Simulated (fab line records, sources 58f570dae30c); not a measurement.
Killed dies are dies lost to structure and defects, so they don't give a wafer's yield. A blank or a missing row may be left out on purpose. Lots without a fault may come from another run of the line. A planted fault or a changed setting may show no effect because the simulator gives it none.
Split-lot experiment | flow berkeley_cmos170 | 5 lots, 23 wafers read, on a route of 331 steps

THE SPLIT
At UCB170_NVT_IMPLANT_07, the setting dose_cm2 was moved away from the recipe's 3e+12 on 8 of the 23 wafers read, by -6.6% to +5.7%. The other wafers ran this setting at the recipe's value.

FROM THE SPLIT TO THE READING: what the file shows between them, 1 step
- UCB170_NVT_STRIP_08: strips in O2

THE READING
NVT_TW, at UCB170_NVT_TW_MEAS_09. Fault-free wafers of this fab line usually give 522, standard deviation 3.9.

wafer  | tool, chamber at the split | dose_cm2 as run | against the recipe | NVT_TW | against lot-mates on the recipe
L075.2 | implanter-02, 0            | 3e+12           | recipe             | 518    | -
L075.5 | implanter-02, 0            | 3e+12           | recipe             | 519    | -
L075.6 | implanter-02, 0            | 3e+12           | recipe             | 520    | -
L076.1 | implanter-04, 0            | 3e+12           | recipe             | 524    | -
L076.2 | implanter-04, 0            | 3e+12           | recipe             | 519    | -
L076.3 | implanter-04, 0            | 3e+12           | recipe             | 521    | -
L076.5 | implanter-04, 0            | 3e+12           | recipe             | 519    | -
L076.6 | implanter-04, 0            | 3e+12           | recipe             | 518    | -
L081.1 | implanter-02, 0            | 2.803e+12       | -6.6%              | 508    | -10
L081.3 | implanter-02, 0            | 3e+12           | recipe             | 517    | -
L081.4 | implanter-02, 0            | 2.803e+12       | -6.6%              | 507    | -12
L081.5 | implanter-02, 0            | 3e+12           | recipe             | 520    | -
L081.6 | implanter-02, 0            | 2.803e+12       | -6.6%              | 505    | -14
L084.2 | implanter-02, 0            | 3.172e+12       | +5.7%              | 528    | +8
L084.3 | implanter-02, 0            | 3e+12           | recipe             | 520    | -
L084.4 | implanter-02, 0            | 3e+12           | recipe             | 519    | -
L084.5 | implanter-02, 0            | 3.172e+12       | +5.7%              | 528    | +8
L084.6 | implanter-02, 0            | 3e+12           | recipe             | 520    | -
L083.1 | implanter-04, 0            | 2.925e+12       | -2.5%              | 521    | -4
L083.2 | implanter-04, 0            | 3e+12           | recipe             | 526    | -
L083.3 | implanter-04, 0            | 2.925e+12       | -2.5%              | 520    | -6
L083.4 | implanter-04, 0            | 3e+12           | recipe             | 525    | -
L083.6 | implanter-04, 0            | 2.925e+12       | -2.5%              | 521    | -4

THE FIT
A straight line over all 23 wafers: NVT_TW changes by +1.66 for each +1% of dose_cm2; r = +0.86; the points scatter about the line by 3.
The same after taking each lot's own level away (the mean of its wafers on the recipe; 23 wafers): +1.68 for each +1%; r = +0.97; scatter 1.4.
On that fit, the largest move of dose_cm2 shifts the reading by 11.
The lots' own levels span 518.5 to 525.5, that is 1.8 times the standard deviation above.
So the lot-to-lot level changes the slope little: the two slopes agree.
Check: with one of the wafers moved furthest among these (-6.6%) left out of the fit, the line predicts -11.6 for it against its lot-mates. It came out at -10.5 against them.

OTHER SPLITS ON THESE WAFERS
These wafers also went through other splits before the reading. Each is held against what the fit with the lots' levels taken away leaves over:
other split on the same wafers      | wafers away from the commonest value | r with NVT_TW (lot level and that fit taken away)
UCB170_NWELL_IMPLANT_14 energy_kev  | 6                                    | -0.04
UCB170_PWELL_CVD_05 pressure_mtorr  | 18                                   | -0.10
UCB170_ACTIVE_COAT_08 resist_thk_nm | 11                                   | -0.02
UCB170_ACTIVE_EXPOSE_10 dose_mj     | 6                                    | +0.35
UCB170_PFIELD_IMPLANT_07 energy_kev | 9                                    | -0.07

THE FILE'S OWN FIT
NVT_TW changes by +1.67 for each +1% of dose_cm2, r = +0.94.
